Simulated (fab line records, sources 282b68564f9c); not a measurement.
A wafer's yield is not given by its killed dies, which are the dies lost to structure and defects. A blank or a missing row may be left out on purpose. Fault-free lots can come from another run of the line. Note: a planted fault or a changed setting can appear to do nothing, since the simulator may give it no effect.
Which tool is to blame? ; flow rit-cmos ; 6 lots, 16 wafers sampled, at 2 steps of a route of 202

## WHAT EACH GAUGE READ, for each wafer
RIT_M1_RS_MEAS_01: uses a four-point probe to measure.
lot;measured;on;M1_AL_RS (ohm/sq)
L865;day 3 15:15;film-metro-01;0.0741 0.0741 0.0741
L867;day 4 02:06;film-metro-04;0.0746 0.0743 0.0751
L869;day 4 11:31;film-metro-04;0.0741 0.0753 0.0740
L873;day 5 08:44;film-metro-01;0.1704 0.1710
L880;day 6 18:11;film-metro-04;0.0726 0.0735 0.0716
L884;day 7 13:37;film-metro-04;0.0728 0.0744 0.0736

## TOOL THAT RAN EACH LOT (tool first, then ch and the chambers of the sampled wafers, then the start)
lot;RIT_M1_SPUTTER_00
L865;pvd-sputter-03, day 3 14:57
L867;pvd-sputter-04, day 4 01:49
L869;pvd-sputter-04, day 4 11:12
L873;pvd-sputter-02, day 5 08:27
L880;pvd-sputter-03, day 6 17:53
L884;pvd-sputter-03, day 7 13:17
- RIT_M1_SPUTTER_00: material Al, target thk 400 nm, time 500 s.

## THE ANSWER, worked out from the rows above alone
Rule: the usual values come from the lots themselves. The widest of any qualifying gaps counts: lots, ordered by their means at a reading, are off when they make up no more than a third of the lots, leave a main group of 4 or more, and stand apart from it by 3 or more times the standard deviation of that group's means. The tables above print the reading to a certain number of digits; a main group whose means all agree to those digits is not used. Also off: a lot with no number at a reading for which 4 or more lots have one. The other lots that the step has rows for count as sound.
Off: L873, seen at RIT_M1_RS_MEAS_01 (M1_AL_RS). The main group: mean 0.0739 ohm/sq, standard deviation 0.00075.
If a tool, at a process step before that reading, ran all the lots that are off and no sound lot after the first of them, it fits. The gauges at RIT_M1_RS_MEAS_01 are tried like those tools. Can't be told from this: 2 tools fit, pvd-sputter-02 at RIT_M1_SPUTTER_00, film-metro-01 at RIT_M1_RS_MEAS_01.

## WHAT WAS PUT IN BY THE SIMULATOR
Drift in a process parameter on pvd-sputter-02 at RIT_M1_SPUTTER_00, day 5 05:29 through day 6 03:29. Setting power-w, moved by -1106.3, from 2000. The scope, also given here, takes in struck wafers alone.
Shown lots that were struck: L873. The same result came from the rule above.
